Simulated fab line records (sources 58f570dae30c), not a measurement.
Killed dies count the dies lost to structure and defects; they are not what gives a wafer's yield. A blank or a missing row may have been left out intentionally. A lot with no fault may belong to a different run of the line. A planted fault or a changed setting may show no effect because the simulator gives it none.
Which tool did it? ; flow berkeleyCmos170 ; Sampling: 14 lots, 42 wafers, 3 of 331 route steps

== WHAT EACH GAUGE READ, for each wafer ==
UCB170_SDANNEAL_RS_MEAS_02: measures by four-point-probe. Usual: PSD_RS typically reads 75.5 ohm/sq, with standard deviation 0.34.
lot;measured;on;PSD_RS (ohm/sq);flag
L234;day 6 01:04;filmMetro-02;75.9 76.1 76.0;
L236;day 6 14:30;filmMetro-01;75.7 75.5 75.4;
L235;day 6 15:02;filmMetro-01;75.5 75.6 75.3;
L237;day 7 05:07;filmMetro-02;75.4 75.5 75.5;
L239;day 7 05:18;filmMetro-03;74.8 75.0 75.1;
L240;day 7 05:32;filmMetro-01;75.3 75.4 75.5;
L241;day 7 16:46;filmMetro-03;75.8 75.7 75.6;
L242;day 8 14:47;filmMetro-02;75.1 75.2 75.2;
L244;day 8 20:09;filmMetro-03;75.3 75.8 75.5;
L247;day 8 23:34;filmMetro-03;75.8 75.8 75.6;
L246;day 9 00:02;filmMetro-01;75.6 75.2 75.4;
L253;day 10 22:46;filmMetro-03;75.4 75.4 75.2;
L255;day 11 08:08;filmMetro-01;75.2 75.3 75.3;
L256;day 11 08:09;filmMetro-03;75.6 75.8 75.6;

UCB170_SDANNEAL_RS_MEAS_05: measures by four-point-probe. Usual: NLDD_RS typically reads 615.3 ohm/sq, with standard deviation 1.3.
lot;measured;on;NLDD_RS (ohm/sq);flag
L234;day 6 01:26;filmMetro-02;615.9 616.3 616.0;
L236;day 6 14:52;filmMetro-01;615.7 614.3 613.7;
L235;day 6 15:24;filmMetro-01;613.6 614.1 615.5;
L237;day 7 05:29;filmMetro-02;615.7 615.7 616.7;
L239;day 7 05:40;filmMetro-03;616.1 616.5 616.9;
L240;day 7 05:54;filmMetro-01;614.0 614.1 613.8;
L241;day 7 17:07;filmMetro-03;616.5 618.5 617.0;
L242;day 8 15:08;filmMetro-02;613.9 614.6 614.1;
L244;day 8 20:31;filmMetro-03;614.6 617.1 615.0;
L247;day 8 23:55;filmMetro-03;613.9 616.5 614.2;
L246;day 9 00:24;filmMetro-01;613.5 614.1 614.2;
L253;day 10 23:07;filmMetro-03;616.1 615.8 615.7;
L255;day 11 08:29;filmMetro-01;613.8 615.2 616.0;
L256;day 11 08:31;filmMetro-03;615.5 616.5 613.6;

UCB170_V1_BOW_MEAS_03. Usual: V1_BOW typically reads 19 um, with standard deviation 7.
lot;measured;on;V1_BOW (um);flag
L234;day 6 13:00;filmMetro-02;18 26 16;
L236;day 7 06:59;filmMetro-01;11 16 21;
L235;day 7 06:42;filmMetro-02;14 30 23;
L237;day 7 22:28;filmMetro-01;18 16 18;
L239;day 7 22:25;filmMetro-04;28 17 25;
L240;day 7 22:43;filmMetro-04;18 13 8;
L241;day 8 06:17;filmMetro-02;12 15 31;
L242;day 9 03:08;filmMetro-01;10 21 30;
L244;day 9 10:48;filmMetro-04;20 23 11;
L247;day 9 10:33;filmMetro-04;18 21 18;
L246;day 9 15:34;filmMetro-01;12 24 15;
L253;day 11 15:44;filmMetro-01;23 15 21;
L255;day 11 21:52;filmMetro-01;21 25 15;
L256;day 11 21:35;filmMetro-04;20 7 13;

== WHAT TOOL EACH LOT RAN ON (gives the tool, then ch and the chambers of the sampled wafers, and finally the start) ==
There is no process step in the record ahead of these readings.

== AS READ BY THE TOOLS THEMSELVES (means over the sampled wafers that have a number; for cases with no such wafer, the mark the record gives instead) ==
The record holds no such reading with a usual standard deviation.

== THE ANSWER, worked out from the rows above alone ==
Rule: a lot counts as off when the mean over its wafers that have a number is more than 3 standard deviations away from the usual mean. Also off: a lot with no number at a reading for which 4 or more lots have one. Where the step has rows for the other lots, those lots are counted as sound. The gauges are gone through in route order, then the tools' own readings, and for those a lot's mean is taken as printed above. At the first step where some lot is off, the reading lying furthest off is the one used; lots without a number count as furthest.
Across all readings shown, no lot is off: no conclusion can be drawn from this.

== WHAT THE SIMULATOR PUT IN ==
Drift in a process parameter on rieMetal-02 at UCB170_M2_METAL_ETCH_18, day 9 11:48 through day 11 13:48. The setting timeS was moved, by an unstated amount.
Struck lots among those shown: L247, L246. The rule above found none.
